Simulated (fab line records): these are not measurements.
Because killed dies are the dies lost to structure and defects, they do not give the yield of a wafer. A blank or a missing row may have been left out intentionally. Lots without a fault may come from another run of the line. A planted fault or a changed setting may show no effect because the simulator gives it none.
The same fault as seen by 2 desks -- flow berkeley_cmos170 -- each desk has only its own numbers; what lay behind them comes last

== FROM THE METROLOGY DESK ==
What the gauges read for every lot (on any tool): the sampled wafers with a number, averaged. The brackets show how far a lot's mean lies from the usual mean; more than 4 standard deviations puts the lot out of limits, marked OUT.
Columns: A = PSD_OVL at UCB170_PSD_OVL_MEAS_07, usual 3 nm
lot,first seen here,A
L173,day 7 17:09,1
L175,day 8 05:08,1
L174,day 8 05:18,3
L179,day 9 09:18,-4
L178,day 9 09:23,7
L181,day 9 09:43,6
L184,day 10 23:55,0
L187,day 11 00:09,6
L190,day 12 02:26,5
L192,day 12 05:14,2
L193,day 12 05:26,10
L194,day 13 20:01,12
L195,day 13 20:17,1
L196,day 14 04:17,-6
This desk found nothing out of limits on any of the 14 lots.

== FOR THE TOOL OWNER'S DESK: pvd_sputter-02 ==
The tool's own readings at UCB170_M1_SPUTTER_00 (material Al, target thk 600 nm, time 80 s): means of the sampled wafers that have a number, for each lot that ran on this tool. The brackets show how far a lot's mean lies from the usual mean; more than 4 standard deviations puts the lot out of limits, marked OUT.
Columns: A = chamber_pressure_pa at UCB170_M1_SPUTTER_00, usual 0.4998 Pa; B = throttle_valve_pct at UCB170_M1_SPUTTER_00, usual 30.7 %
lot,first seen here,A,B
L175,day 8 13:34,0.4994,30.8
L174,day 8 15:52,0.4994,30.5
L181,day 9 20:28,0.5109 (+10) OUT,29.7
L178,day 9 21:04,0.5102 (+9.5) OUT,30.1
L193,day 12 15:41,0.5006,29.1
L195,day 14 07:23,0.5005,30.9
L196,day 14 17:23,0.4995,30.8
This desk's finding: out of limits on L178, L181; first on L181, day 9 20:28 (chamber_pressure_pa at UCB170_M1_SPUTTER_00). Within limits: L175, L174, L193, L195, L196.

== BROUGHT TOGETHER ==
The tool owner's desk could have raised an alarm at day 9 20:28, on L178, L181.
Nothing out of limits was seen by the metrology desk.
The metrology desk holds a record of L178, L181, inside its limits.
UCB170_M1_SPUTTER_00 was run on pvd_sputter-02 by each of the lots named.

== WHAT THE SIMULATOR PUT IN ==
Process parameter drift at UCB170_M1_SPUTTER_00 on pvd_sputter-02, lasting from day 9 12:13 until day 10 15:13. From 0.5, the setting chamber_pressure_pa moved by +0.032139. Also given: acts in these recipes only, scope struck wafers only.
Lots struck among those shown: L178, L181.
Time in hours from fault onset to the first out-of-limits reading at each desk: the tool owner's desk, 8.
